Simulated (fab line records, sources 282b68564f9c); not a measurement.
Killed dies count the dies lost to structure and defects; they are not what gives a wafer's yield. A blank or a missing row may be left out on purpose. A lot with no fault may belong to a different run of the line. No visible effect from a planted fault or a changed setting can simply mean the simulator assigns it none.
fab line records	flow rit-cmos
[record] lots = 14	wafers = 42	last-day = 7
route steps=202 shown PRETRO@74 NLDD@109 SILICIDE@165 M1@196
lots that met no fault: taken from a fault-free run of the same line
start-h: hours from the record's first day to the start of the lot's first wafer shown	wait-h: hours since the lot's step before	" repeats the value in the row above	L1.1+2: several wafers, shown together as one row	- either no value or no given start	* or withheld: withheld	< > ~ a bound
route shown NAME@n: names a module that has steps shown in the file, with the first one's number in the route	usual: mean/standard deviation taken from wafers without a fault	same: alike in all rows	chamber/n: place in a boat	sites: per-site readings	_std_site: standard deviation across them	_edge_site: inner sites' mean taken away from outer sites' mean	radius-mm: how far each site lies from the wafer's centre	mask NAME#n: copy n	behind: the last tool/chamber to shape the wafer	hold: the reason the lot was held/the length of the hold in hours/how it ended	device: whichever transistor did not switch (one of n, p or np)	end of line: the tests these same wafers got at the end of their route	step lacking rows: just its recipe	killed: the dies lost at the first sort to structure and to defects; this is not the yield of the wafer	map: per-die view of a wafer (x killed, . not killed, _ where there is no die)
set.NAME: setting as actually run; set.NAME@STEP: the setting as run at that earlier step	model.NAME: the simulator's own value behind a step, which no gauge read
one table for each step of the route and one row for each wafer, over a sample of lots
services: when a tool's chamber went out of use (start-h, in hours from the record's first day, below 0 if earlier), for how many hours, and the reason
[[steps]]
[step RIT_PRETRO_TW_MEAS_10]
[usual] PRETRO_TW = 476/4.1
lot.wafer	tool	chamber	start-h	wait-h	PRETRO_TW
L205.3	film-metro-04	-	34.23	0.1	475
L205.4	"	-	"	"	475
L205.6	"	-	"	"	476
L206.2	film-metro-04	-	41.82	0.1	478
L206.4	"	-	"	"	478
L206.6	"	-	"	"	477
L209.1	film-metro-04	-	53.16	0.1	471
L209.5	"	-	"	"	476
L209.6	"	-	"	"	473
L210.1	film-metro-04	-	58.51	0.1	474
L210.2	"	-	"	"	475
L210.4	"	-	"	"	473
L211.2	film-metro-04	-	61.37	0.1	471
L211.4	"	-	"	"	473
L211.6	"	-	"	"	472
L212.2	film-metro-04	-	71.91	0.1	472
L212.3	"	-	"	"	475
L212.4	"	-	"	"	471
L213.3	film-metro-04	-	79.13	0.1	476
L213.4	"	-	"	"	477
L213.5	"	-	"	"	478
L217.2	film-metro-01	-	93.34	0.1	479
L217.3	"	-	"	"	482
L217.4	"	-	"	"	478
L220.1	film-metro-04	-	109.72	0.1	475
L220.3	"	-	"	"	478
L220.4	"	-	"	"	477
L221.2	film-metro-04	-	113.77	0.1	476
L221.4	"	-	"	"	476
L221.6	"	-	"	"	478
L223.1	film-metro-04	-	123.60	0.1	477
L223.4	"	-	"	"	474
L223.5	"	-	"	"	475
L224.1	film-metro-04	-	128.02	0.1	475
L224.2	"	-	"	"	478
L224.3	"	-	"	"	478
L226.1	film-metro-01	-	140.39	0.1	478
L226.3	"	-	"	"	481
L226.5	"	-	"	"	483
L227.1	film-metro-04	-	146.16	0.1	477
L227.2	"	-	"	"	479
L227.4	"	-	"	"	476
[step RIT_NLDD_OVL_MEAS_06]
[usual] NLDD_OVL = -0.1/1.2
lot.wafer	tool	chamber	start-h	wait-h	NLDD_OVL[nm]
L205.3	overlay-01	-	45.99	-	2.2
L205.4	"	-	"	"	-1.9
L205.6	"	-	"	"	-2.3
L206.2	overlay-01	-	53.25	-	-1.2
L206.4	"	-	"	"	-3.2
L206.6	"	-	"	"	-1.3
L209.1	overlay-01	-	72.20	-	0.8
L209.5	"	-	"	"	1.5
L209.6	"	-	"	"	0.6
L210.1	overlay-02	-	76.17	-	1.9
L210.2	"	-	"	"	1.1
L210.4	"	-	"	"	0.9
L211.2	overlay-01	-	78.72	-	0.0
L211.4	"	-	"	"	2.0
L211.6	"	-	"	"	-0.2
L212.2	overlay-01	-	82.41	-	-1.4
L212.3	"	-	"	"	-0.6
L212.4	"	-	"	"	-1.9
L213.3	overlay-01	-	91.60	-	-0.1
L213.4	"	-	"	"	0.6
L213.5	"	-	"	"	-0.5
L217.2	overlay-02	-	105.80	-	0.9
L217.3	"	-	"	"	-2.7
L217.4	"	-	"	"	-0.1
L220.1	overlay-02	-	120.40	-	0.2
L220.3	"	-	"	"	-1.9
L220.4	"	-	"	"	0.4
L221.2	overlay-01	-	126.87	-	1.6
L221.4	"	-	"	"	0.5
L221.6	"	-	"	"	0.1
L223.1	overlay-01	-	137.88	-	0.7
L223.4	"	-	"	"	-1.4
L223.5	"	-	"	"	1.4
L224.1	overlay-01	-	143.55	-	-0.6
L224.2	"	-	"	"	0.2
L224.3	"	-	"	"	-0.5
L226.1	overlay-02	-	158.82	-	0.1
L226.3	"	-	"	"	-0.2
L226.5	"	-	"	"	0.0
L227.1	overlay-01	-	162.68	-	0.0
L227.2	"	-	"	"	1.5
L227.4	"	-	"	"	1.5
[step RIT_SILICIDE_RTA_04]
[recipe] temp-c = 650	time-s = 10	idle-temp-c = 25	ramp-up-s = 5	ramp-down-s = 5	cool-to-c = 25	ambient = N2
[usual] wafer_temp_C_max = 652.8/1.1
lot.wafer	tool	chamber	start-h	wait-h	wafer_temp_C_max
L205.3	rtp-anneal-01	0	55.20	0.1	652.5
L205.4	"	0	"	"	651.5
L205.6	"	0	"	"	651.8
L206.2	rtp-anneal-02	0	62.72	0.1	653.8
L206.4	"	0	"	"	654.4
L206.6	"	0	"	"	653.4
L209.1	rtp-anneal-01	0	82.31	0.1	651.2
L209.5	"	0	"	"	651.1
L209.6	"	0	"	"	651.4
L210.1	rtp-anneal-01	0	88.10	0.1	651.6
L210.2	"	0	"	"	651.7
L210.4	"	0	"	"	651.3
L211.2	rtp-anneal-01	0	88.22	0.1	652.1
L211.4	"	0	"	"	651.8
L211.6	"	0	"	"	651.7
L212.2	rtp-anneal-02	0	91.52	0.1	653.4
L212.3	"	0	"	"	653.1
L212.4	"	0	"	"	652.9
L213.3	rtp-anneal-01	0	101.48	0.1	651.9
L213.4	"	0	"	"	652.7
L213.5	"	0	"	"	652.0
L217.2	rtp-anneal-01	0	114.99	0.1	652.4
L217.3	"	0	"	"	652.9
L217.4	"	0	"	"	652.3
L220.1	rtp-anneal-02	0	129.97	0.1	654.2
L220.3	"	0	"	"	653.5
L220.4	"	0	"	"	652.8
L221.2	rtp-anneal-01	0	135.67	0.1	651.8
L221.4	"	0	"	"	652.2
L221.6	"	0	"	"	652.6
L223.1	rtp-anneal-01	0	146.80	0.1	651.7
L223.4	"	0	"	"	651.3
L223.5	"	0	"	"	652.5
L224.1	rtp-anneal-02	0	152.61	0.1	653.6
L224.2	"	0	"	"	654.5
L224.3	"	0	"	"	654.3
L226.1	rtp-anneal-02	0	167.55	0.1	654.0
L226.3	"	0	"	"	652.7
L226.5	"	0	"	"	653.6
L227.1	rtp-anneal-01	0	171.52	0.1	652.8
L227.2	"	0	"	"	652.1
L227.4	"	0	"	"	651.6
[step RIT_M1_METAL_ETCH_12]
[recipe] stop-on = SiO2	chemistry = Cl2/BCl3	target = Al	time-s = 165	over-etch-frac = 0.5	pressure-mtorr = 100	target-depth-a = 6000	rf-w = 250	Cl2_flow_sccm = 60	bcl3-flow-sccm = 50
[usual] drypump-motor-current-A = 5.9/0.47	oes-product-au = 0.774/0.011	over-etch-frac = 0.5/0	throttle-valve-pct = 8.24/0.14
lot.wafer	tool	chamber	start-h	wait-h	drypump-motor-current-A	oes-product-au	over-etch-frac	rf-hours-counter-h	throttle-valve-pct
L205.3	rie-metal-04	1	59.41	0.2	5.4	0.784	0.5	-	8.04
L205.4	"	0	"	"	6.2	0.767	0.5	-	8.16
L205.6	"	1	"	"	5.3	0.770	0.5	-	8.05
L206.2	rie-metal-01	0	67.00	0.2	5.9	0.772	0.5	37	8.41
L206.4	"	0	"	"	5.9	0.788	0.5	-	8.42
L206.6	"	0	"	"	5.9	0.784	0.5	-	8.41
L209.1	rie-metal-01	0	87.21	0.2	5.9	0.779	0.5	37	8.42
L209.5	"	0	"	"	5.9	0.783	0.5	-	8.41
L209.6	"	0	"	"	5.9	0.771	0.5	-	8.41
L210.1	rie-metal-02	1	92.30	0.2	6.2	0.773	0.5	3	8.13
L210.2	"	0	"	"	5.3	0.772	0.5	3	8.40
L210.4	"	1	"	"	6.2	0.776	0.5	-	8.15
L211.2	rie-metal-04	0	92.96	0.2	6.3	0.765	0.5	1	8.15
L211.4	"	1	"	"	5.3	0.755	0.5	-	8.05
L211.6	"	0	"	"	6.3	0.758	0.5	-	8.17
L212.2	rie-metal-01	0	95.84	0.2	5.9	0.772	0.5	-	8.41
L212.3	"	0	"	"	5.9	0.796	0.5	-	8.42
L212.4	"	0	"	"	5.9	0.782	0.5	-	8.42
L213.3	rie-metal-02	0	106.05	0.2	5.3	0.777	0.5	-	8.39
L213.4	"	1	"	"	6.2	0.769	0.5	-	8.15
L213.5	"	0	"	"	5.3	0.777	0.5	-	8.39
L217.2	rie-metal-04	1	119.52	0.2	5.3	0.627	1.25	1	8.08
L217.3	"	1	"	"	5.4	0.616	1.25	-	8.07
L217.4	"	0	"	"	6.3	0.766	0.5	-	8.15
L220.1	rie-metal-04	1	134.39	0.2	5.4	0.619	1.25	1	8.08
L220.3	"	0	"	"	6.3	0.762	0.5	-	8.16
L220.4	"	1	"	"	5.4	0.619	1.25	-	8.06
L221.2	rie-metal-02	1	140.00	0.2	6.2	0.780	0.5	3	8.13
L221.4	"	0	"	"	5.3	0.778	0.5	-	8.42
L221.6	"	1	"	"	6.2	0.771	0.5	-	8.15
L223.1	rie-metal-02	1	151.09	0.2	6.2	0.764	0.5	3	8.16
L223.4	"	0	"	"	5.3	0.780	0.5	-	8.39
L223.5	"	1	"	"	6.2	0.781	0.5	-	8.15
L224.1	rie-metal-01	1	157.10	0.2	6.7	0.764	0.5	0	8.29
L224.2	"	0	"	"	5.9	0.783	0.5	0	8.42
L224.3	"	1	"	"	6.7	0.753	0.5	-	8.30
L226.1	rie-metal-02	0	172.03	0.2	5.4	0.772	0.5	4	8.39
L226.3	"	0	"	"	5.3	0.773	0.5	-	8.40
L226.5	"	0	"	"	5.3	0.773	0.5	-	8.39
L227.1	rie-metal-01	0	176.06	0.2	6.0	0.781	0.5	0	8.41
L227.2	"	1	"	"	6.7	0.755	0.5	0	8.30
L227.4	"	1	"	"	6.7	0.758	0.5	-	8.30
[step RIT_M1_CD_MEAS_90]
[recipe] target-cd-nm = 2600
[usual] cd-nm = 2601/3.1
lot.wafer	tool	chamber	start-h	wait-h	cd-nm
L205.3	cd-sem-02	-	59.92	0.1	2603
L205.4	"	-	"	"	2600
L205.6	"	-	"	"	2602
L206.2	cd-sem-02	-	67.53	0.1	2595
L206.4	"	-	"	"	2596
L206.6	"	-	"	"	2598
L209.1	cd-sem-02	-	87.89	0.1	2600
L209.5	"	-	"	"	2599
L209.6	"	-	"	"	2600
L210.1	cd-sem-01	-	92.82	0.1	2601
L210.2	"	-	"	"	2599
L210.4	"	-	"	"	2599
L211.2	cd-sem-02	-	93.49	0.1	2603
L211.4	"	-	"	"	2608
L211.6	"	-	"	"	2607
L212.2	cd-sem-02	-	96.48	0.1	2602
L212.3	"	-	"	"	2600
L212.4	"	-	"	"	2600
L213.3	cd-sem-02	-	106.58	0.1	2602
L213.4	"	-	"	"	2606
L213.5	"	-	"	"	2604
L217.2	cd-sem-02	-	120.30	0.1	2585
L217.3	"	-	"	"	2589
L217.4	"	-	"	"	2599
L220.1	cd-sem-02	-	134.90	0.1	2587
L220.3	"	-	"	"	2600
L220.4	"	-	"	"	2587
L221.2	cd-sem-02	-	140.53	0.1	2602
L221.4	"	-	"	"	2601
L221.6	"	-	"	"	2601
L223.1	cd-sem-02	-	151.61	0.1	2600
L223.4	"	-	"	"	2602
L223.5	"	-	"	"	2600
L224.1	cd-sem-02	-	157.78	0.1	2605
L224.2	"	-	"	"	2603
L224.3	"	-	"	"	2601
L226.1	cd-sem-02	-	172.54	0.1	2602
L226.3	"	-	"	"	2602
L226.5	"	-	"	"	2602
L227.1	cd-sem-02	-	176.59	0.1	2595
L227.2	"	-	"	"	2596
L227.4	"	-	"	"	2594
[step RIT_M1_PROBE_99]
[usual] defect-limited-yield = 97.5/1.2	killed-at-contacts = 0.1/0.32	killed-at-front-end = 6/3.1	killed-dies = 7/3.2	killed-on-rim = 1.7/1.4	killed-open = 3.1/1.9	killed-short = 3.5/2.2	sort_bin_3_pad_short = 0.2/0.24	sort_bin_5_function = 1.5/0.86	sort_bin_6_memory = 0.9/0.59	sort-n-pass = 257/3.2	sort-yield-pct = 97.5/1.2
[same] gross-dies = 264	killed_at_M0_to_M3 = 0	killed_at_M4_up = 0	killed-at-back-side = 0	killed-at-other = 0
lot.wafer	tool	chamber	start-h	wait-h	defect-limited-yield[%]	killed-at-contacts	killed-at-front-end	killed-dies	killed-on-rim	killed-open	killed-short	sort_bin_3_pad_short[%]	sort_bin_5_function[%]	sort_bin_6_memory[%]	sort-n-pass	sort-yield-pct[%]
L205.3	prober-01	-	61.72	0.2	97.0	0	8	8	3	4	4	0.4	1.1	1.5	256	97.0
L205.4	prober-01	-	61.77	0.2	97.3	0	7	7	2	3	4	0	0.4	2.3	257	97.3
L205.6	prober-01	-	61.87	0.2	97.0	0	8	8	1	3	5	0	2.3	0.8	256	97.0
L206.2	prober-02	-	69.30	0.1	97.7	0	6	6	0	3	3	0.4	1.1	0.8	258	97.7
L206.4	prober-02	-	69.40	0.2	97.3	0	7	7	1	3	4	0.4	1.1	1.1	257	97.3
L206.6	prober-02	-	69.50	0.2	97.0	0	8	8	2	4	4	0	1.9	1.1	256	97.0
L209.1	prober-02	-	89.63	0.1	99.2	0	2	2	1	2	0	0	0.8	0	262	99.2
L209.5	prober-02	-	89.83	0.2	95.8	1	10	11	4	4	7	0.4	1.9	1.9	253	95.8
L209.6	prober-02	-	89.88	0.2	98.5	0	4	4	0	1	3	0.4	0.8	0.4	260	98.5
L210.1	prober-01	-	94.56	0.1	97.3	0	7	7	1	5	2	0	2.3	0.4	257	97.3
L210.2	prober-01	-	94.61	0.1	98.1	0	5	5	1	4	1	0	0.8	1.1	259	98.1
L210.4	prober-01	-	94.71	0.2	98.9	0	3	3	2	0	3	0	0.4	0.8	261	98.9
L211.2	prober-02	-	96.11	0.1	98.5	0	4	4	2	3	1	0	0.8	0.8	260	98.5
L211.4	prober-02	-	96.21	0.2	97.0	0	8	8	2	5	3	0	2.3	0.8	256	97.0
L211.6	prober-02	-	96.31	0.2	99.2	0	2	2	0	1	1	0	0.4	0.4	262	99.2
L212.2	prober-01	-	98.25	0.1	97.7	0	6	6	0	4	2	0.4	1.5	0.4	258	97.7
L212.3	prober-01	-	98.30	0.2	97.3	0	7	7	1	3	4	0.4	0.8	1.5	257	97.3
L212.4	prober-01	-	98.35	0.2	98.1	0	5	5	2	3	2	0	1.5	0.4	259	98.1
L213.3	prober-02	-	108.38	0.2	95.5	1	11	12	5	9	3	0	2.7	1.9	252	95.5
L213.4	prober-02	-	108.43	0.2	96.2	0	10	10	3	6	4	0.4	2.7	0.8	254	96.2
L213.5	prober-02	-	108.48	0.2	94.7	0	14	14	4	6	8	1.1	2.7	1.5	250	94.7
L217.2	prober-02	-	122.07	0.1	97.7	0	6	6	1	4	2	0	0.8	1.5	258	97.7
L217.3	prober-02	-	122.12	0.2	95.8	0	11	11	3	7	4	0.4	3.8	0	253	95.8
L217.4	prober-02	-	122.17	0.2	96.2	0	10	10	1	2	8	0	1.9	1.9	254	96.2
L220.1	prober-01	-	136.64	0.1	97.0	0	8	8	1	5	3	0	1.5	1.5	256	97.0
L220.3	prober-01	-	136.74	0.2	98.5	0	4	4	3	3	1	0.4	0.8	0.4	260	98.5
L220.4	prober-01	-	136.79	0.2	97.7	0	6	6	2	5	1	0	0.8	1.5	258	97.7
L221.2	prober-02	-	142.30	0.1	96.6	0	9	9	3	4	5	0	1.9	1.5	255	96.6
L221.4	prober-02	-	142.40	0.2	98.5	0	4	4	1	3	1	0	0	1.5	260	98.5
L221.6	prober-02	-	142.50	0.2	98.1	1	4	5	1	1	4	0	1.5	0.4	259	98.1
L223.1	prober-02	-	153.35	0.1	98.9	0	3	3	2	2	1	0	0.8	0.4	261	98.9
L223.4	prober-02	-	153.50	0.2	98.9	0	3	3	1	1	2	0	1.1	0	261	98.9
L223.5	prober-02	-	153.55	0.2	97.7	0	6	6	1	4	2	0	1.5	0.8	258	97.7
L224.1	prober-01	-	161.76	0.1	98.9	0	3	3	2	2	1	0	0.8	0.4	261	98.9
L224.2	prober-01	-	161.81	0.1	98.9	0	3	3	1	3	0	0	0.4	0.8	261	98.9
L224.3	prober-01	-	161.86	0.2	97.0	0	8	8	3	4	4	0.4	1.9	0.8	256	97.0
L226.1	prober-02	-	174.28	0.1	97.0	0	8	8	2	3	5	0.8	1.1	1.1	256	97.0
L226.3	prober-02	-	174.38	0.2	96.6	0	9	9	2	4	5	0	2.7	0.8	255	96.6
L226.5	prober-02	-	174.48	0.2	97.7	0	6	6	2	2	4	0.4	0.8	1.1	258	97.7
L227.1	prober-01	-	178.33	0.1	97.3	0	7	7	4	2	5	0	1.9	0.8	257	97.3
L227.2	prober-01	-	178.38	0.1	96.2	0	10	10	3	5	5	0	2.3	1.5	254	96.2
L227.4	prober-01	-	178.48	0.2	98.9	0	3	3	0	1	2	0	0.8	0.4	261	98.9
// killed by level:class
L205.3 GATE:geometric-particle:open=3 GATE:geometric-particle:short=2 SILICIDE:geometric-particle:short=2 FOX1:geometric-particle:open=1
L205.4 GATE:geometric-particle:short=4 GATE:geometric-particle:open=3
L205.6 GATE:geometric-particle:short=4 REOX:geometric-particle:open=2 GATE:geometric-particle:open=1 REOX:geometric-particle:short=1
L206.2 GATE:geometric-particle:short=2 GATE:geometric-particle:open=1 REOX:geometric-particle:open=1 REOX:geometric-particle:short=1 SILICIDE:geometric-particle:open=1
L206.4 GATE:geometric-particle:short=2 FOX1:geometric-particle:open=1 GATE:geometric-particle:open=1 REOX:geometric-particle:short=1 SPACER:geometric-particle:short=1 SPACER:geometric-particle:open=1
L206.6 FOX1:geometric-particle:open=2 SPACER:geometric-particle:short=2 FOX1:geometric-particle:short=1 FOX2:geometric-particle:open=1 GATE:geometric-particle:open=1 REOX:geometric-particle:short=1
L209.1 FOX2:geometric-particle:open=1 GATE:geometric-particle:open=1
L209.5 FOX1:geometric-particle:open=2 FOX1:geometric-particle:short=2 SPACER:geometric-particle:short=2 FOX2:geometric-particle:open=1 GATE:geometric-particle:short=1 SPACER:geometric-particle:open=1 SILICIDE:geometric-particle:short=1 CONTACT:geometric-particle:short=1
L209.6 GATE:geometric-particle:short=2 SPACER:geometric-particle:open=1 SILICIDE:geometric-particle:short=1
L210.1 REOX:geometric-particle:open=4 GATE:geometric-particle:short=1 SPACER:geometric-particle:short=1 SPACER:geometric-particle:open=1
L210.2 REOX:geometric-particle:open=3 GATE:geometric-particle:open=1 REOX:geometric-particle:short=1
L210.4 FOX1:geometric-particle:short=1 GATE:geometric-particle:short=1 REOX:geometric-particle:short=1
L211.2 FOX1:geometric-particle:open=2 GATE:geometric-particle:open=1 SPACER:geometric-particle:short=1
L211.4 FOX1:geometric-particle:open=2 GATE:geometric-particle:open=2 FOX1:geometric-particle:short=1 GATE:geometric-particle:short=1 REOX:geometric-particle:open=1 SILICIDE:geometric-particle:short=1
L211.6 GATE:geometric-particle:short=1 SPACER:geometric-particle:open=1
L212.2 SILICIDE:geometric-particle:open=2 FOX1:geometric-particle:short=1 FOX1:geometric-particle:open=1 GATE:geometric-particle:open=1 GATE:geometric-particle:short=1
L212.3 FOX1:geometric-particle:short=3 GATE:geometric-particle:open=2 GATE:geometric-particle:short=1 SILICIDE:geometric-particle:open=1
L212.4 FOX1:geometric-particle:open=1 GATE:geometric-particle:short=1 GATE:geometric-particle:open=1 REOX:geometric-particle:short=1 SPACER:geometric-particle:open=1
L213.3 SPACER:geometric-particle:open=3 FOX1:geometric-particle:open=2 FOX2:geometric-particle:open=2 FOX1:geometric-particle:short=1 GATE:geometric-particle:open=1 REOX:geometric-particle:short=1 SILICIDE:geometric-particle:short=1 CONTACT:geometric-particle:open=1
L213.4 GATE:geometric-particle:short=4 GATE:geometric-particle:open=3 SPACER:geometric-particle:open=2 SILICIDE:geometric-particle:open=1
L213.5 FOX1:geometric-particle:short=2 FOX1:geometric-particle:open=2 GATE:geometric-particle:open=2 GATE:geometric-particle:short=2 SPACER:geometric-particle:short=2 SILICIDE:geometric-particle:short=2 FOX2:geometric-particle:open=1 SPACER:geometric-particle:open=1
L217.2 GATE:geometric-particle:open=2 REOX:geometric-particle:open=2 FOX1:geometric-particle:short=1 GATE:geometric-particle:short=1
L217.3 GATE:geometric-particle:open=4 GATE:geometric-particle:short=3 FOX1:geometric-particle:short=1 FOX1:geometric-particle:open=1 REOX:geometric-particle:open=1 SILICIDE:geometric-particle:open=1
L217.4 GATE:geometric-particle:short=3 REOX:geometric-particle:short=3 FOX2:geometric-particle:short=2 GATE:geometric-particle:open=1 REOX:geometric-particle:open=1
L220.1 GATE:geometric-particle:open=3 FOX1:geometric-particle:open=1 GATE:geometric-particle:short=1 SPACER:geometric-particle:short=1 SILICIDE:geometric-particle:open=1 SILICIDE:geometric-particle:short=1
L220.3 GATE:geometric-particle:open=2 REOX:geometric-particle:short=1 REOX:geometric-particle:open=1
L220.4 GATE:geometric-particle:open=4 FOX2:geometric-particle:open=1 GATE:geometric-particle:short=1
L221.2 GATE:geometric-particle:short=4 SILICIDE:geometric-particle:open=2 FOX1:geometric-particle:open=1 SPACER:geometric-particle:open=1 SILICIDE:geometric-particle:short=1
L221.4 FOX1:geometric-particle:short=1 FOX2:geometric-particle:open=1 GATE:geometric-particle:open=1 SILICIDE:geometric-particle:open=1
L221.6 FOX2:geometric-particle:short=2 GATE:geometric-particle:open=1 CONTACT:geometric-particle:short=1 STARTING-WAFER:geometric-particle:short=1
L223.1 FOX1:geometric-particle:short=1 FOX1:geometric-particle:open=1 REOX:geometric-particle:open=1
L223.4 GATE:geometric-particle:short=2 GATE:geometric-particle:open=1
L223.5 SPACER:geometric-particle:open=2 FOX1:geometric-particle:short=1 FOX1:geometric-particle:open=1 GATE:geometric-particle:short=1 GATE:geometric-particle:open=1
L224.1 ACTIVE:geometric-particle:short=1 FOX2:geometric-particle:open=1 GATE:geometric-particle:open=1
L224.2 GATE:geometric-particle:open=1 REOX:geometric-particle:open=1 SPACER:geometric-particle:open=1
L224.3 GATE:geometric-particle:open=2 FOX1:geometric-particle:short=1 FOX1:geometric-particle:open=1 FOX2:geometric-particle:short=1 GATE:geometric-particle:short=1 SPACER:geometric-particle:open=1 SILICIDE:geometric-particle:short=1
L226.1 GATE:geometric-particle:short=5 GATE:geometric-particle:open=3
L226.3 GATE:geometric-particle:open=4 GATE:geometric-particle:short=3 REOX:geometric-particle:short=2
L226.5 GATE:geometric-particle:short=3 FOX2:geometric-particle:short=1 GATE:geometric-particle:open=1 SPACER:geometric-particle:open=1
L227.1 SILICIDE:geometric-particle:short=3 REOX:geometric-particle:short=2 GATE:geometric-particle:open=1 SILICIDE:geometric-particle:open=1
L227.2 GATE:geometric-particle:short=5 GATE:geometric-particle:open=3 REOX:geometric-particle:open=1 SPACER:geometric-particle:open=1
L227.4 GATE:geometric-particle:short=2 SPACER:geometric-particle:open=1
[[services]]
tool	chamber	start-h	hours	kind
rie-metal-01	1	86.08	21.7	repair
rie-metal-02	1	86.76	3.3	repair
rie-metal-01	-	136.12	20.0	pm
rie-metal-01	0	136.12	20.0	vent-cycle
rie-metal-01	1	136.12	20.0	vent-cycle
rie-metal-01	0	156.12	-	clean
rie-metal-01	1	156.12	-	clean
[[key]]
[first-sign] step = RIT_M1_METAL_ETCH_12	reading = over-etch-frac	direction = up	sigmas = 99+	usual = 0.5	struck = 1.25
[effect] step = RIT_M1_METAL_ETCH_12	reading = oes-product-au	direction = down	sigmas = 15	usual = 0.774	struck = 0.620
[effect] step = RIT_M1_CD_MEAS_90	reading = cd-nm	direction = down	sigmas = 4.5	usual = 2601	struck = 2587
met-at RIT_M1_METAL_ETCH_12
struck-lots L217,L220
struck-wafers L217.2,L217.3,L220.1,L220.4
not-acting-at RIT_PRETRO_TW_MEAS_10,RIT_NLDD_OVL_MEAS_06,RIT_SILICIDE_RTA_04
onset-between 92.96 119.52
[fault] kind = process-parameter-drift	tool = rie-metal-04	chamber = 1	onset-h = 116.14	steps = RIT_M1_METAL_ETCH_12	channel = over-etch-frac	offset = 0.75	shape = step	end-h = 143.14	stated = 0.5
